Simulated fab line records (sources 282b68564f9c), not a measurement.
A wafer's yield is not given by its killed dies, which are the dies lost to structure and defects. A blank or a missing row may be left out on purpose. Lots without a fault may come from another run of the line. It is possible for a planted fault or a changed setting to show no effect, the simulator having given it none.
Split-lot study	flow rit_cmos	5 lots, 23 wafers read, on a route of 202 steps

## SPLIT DETAILS
At RIT_PRETRO_COAT_01 (resist thk 1300 nm), the setting spin_rpm was moved away from the recipe's 2000 rpm on 9 of the 23 wafers read, by -6.6% to +3.7%. The other wafers ran this setting at the recipe's value.

## FROM THE SPLIT TO THE READING: what the file shows between them, 3 steps
- RIT_PRETRO_SOFTBAKE_02: time 60 s
- RIT_PRETRO_EXPOSE_03: exposes mask M5, target cd 43700 nm
- RIT_PRETRO_DEVELOP_05: develop time 68 s

## THE READING
NOVOLAK_of_PRETRO_COAT_01.thk_nm (the simulator's own value, which no gauge read), in nm, at RIT_PRETRO_HARDBAKE_07 (time 120 s). No usual value for it is given in the file. Here, 14 wafers ran the recipe; their average is 1138 nm with a standard deviation of 4.4 nm.

wafer	tool, chamber at the split	spin_rpm as run, rpm	against the recipe	NOVOLAK_of_PRETRO_COAT_01.thk_nm, nm	against lot-mates on the recipe
L074.1	litho_track-02, 0	2000	recipe	1131	-
L074.2	litho_track-02, 0	2000	recipe	1129	-
L074.3	litho_track-02, 0	2074	+3.7%	1115	-15
L074.5	litho_track-02, 0	2074	+3.7%	1109	-21
L074.6	litho_track-02, 0	2074	+3.7%	1113	-17
L076.1	litho_track-03, 0	2000	recipe	1144	-
L076.2	litho_track-03, 0	1869	-6.6%	1185	+42
L076.4	litho_track-03, 0	1869	-6.6%	1185	+42
L076.3	litho_track-03, 0	1869	-6.6%	1181	+38
L076.6	litho_track-03, 0	2000	recipe	1143	-
L080.1	litho_track-02, 0	1901	-4.9%	1167	+34
L080.2	litho_track-02, 0	2000	recipe	1132	-
L080.3	litho_track-02, 0	1901	-4.9%	1164	+30
L080.5	litho_track-02, 0	2000	recipe	1135	-
L080.6	litho_track-02, 0	1901	-4.9%	1161	+28
L084.1	litho_track-03, 0	2000	recipe	1138	-
L084.3	litho_track-03, 0	2000	recipe	1139	-
L084.4	litho_track-03, 0	2000	recipe	1139	-
L084.5	litho_track-03, 0	2000	recipe	1137	-
L084.6	litho_track-03, 0	2000	recipe	1141	-
L085.2	litho_track-02, 0	2000	recipe	1141	-
L085.4	litho_track-02, 0	2000	recipe	1141	-
L085.6	litho_track-02, 0	2000	recipe	1139	-

FIT RESULTS
A straight line over all 23 wafers: NOVOLAK_of_PRETRO_COAT_01.thk_nm changes by -6.52 nm for each +1% of spin_rpm; r = -0.98; the points scatter about the line by 4.6 nm.
The same after taking each lot's own level away (the mean of its wafers on the recipe; 23 wafers): -5.82 nm for each +1%; r = -0.99; scatter 2.3 nm.
Per that fit: largest spin_rpm move, reading shift of 38 nm.
Across the lots, their own levels run from 1130.0 to 1143.5 nm, a range of 3.1 times the standard deviation given above.
Hence the slope depends on the lot-to-lot level, as the two fits are not the same.
Check: for one of the wafers moved furthest among these (-6.6%), held out of the fit, the line's prediction against its lot-mates is +38.6 nm. It came out at +41.5 nm against them.

## OTHER SPLITS ON THESE WAFERS
Before the reading, these wafers also passed through other splits. Each is held against what the fit with the lots' levels taken away leaves over:
other split on the same wafers	wafers away from the commonest value	r with NOVOLAK_of_PRETRO_COAT_01.thk_nm (lot level and that fit taken away)
RIT_NWELL_COAT_01 resist_thk_nm	8	-0.03
RIT_NWELL_IMPLANT_08 dose_cm2	12	-0.44
RIT_PWELL_IMPLANT_08 energy_kev	12	-0.30
RIT_NRETRO_COAT_01 spin_rpm	7	-0.14

## THE WHOLE CHAIN: every reading that the file lists as answering this split, in the file's order
step	what it does	reading	change (the file's fit)	r (the file's)
RIT_PRETRO_COAT_01	resist thk 1300 nm	NOVOLAK_of_PRETRO_COAT_01.thk_nm (the simulator's own value, which no gauge read)	-6.89 nm for each +1% of the setting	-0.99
RIT_PRETRO_HARDBAKE_07	time 120 s	NOVOLAK_of_PRETRO_COAT_01.thk_nm (the simulator's own value, which no gauge read)	-5.93 nm for each +1% of the setting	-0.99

## FILE'S OWN FIT
NOVOLAK_of_PRETRO_COAT_01.thk_nm changes by -5.93 nm for each +1% of spin_rpm, r = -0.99.
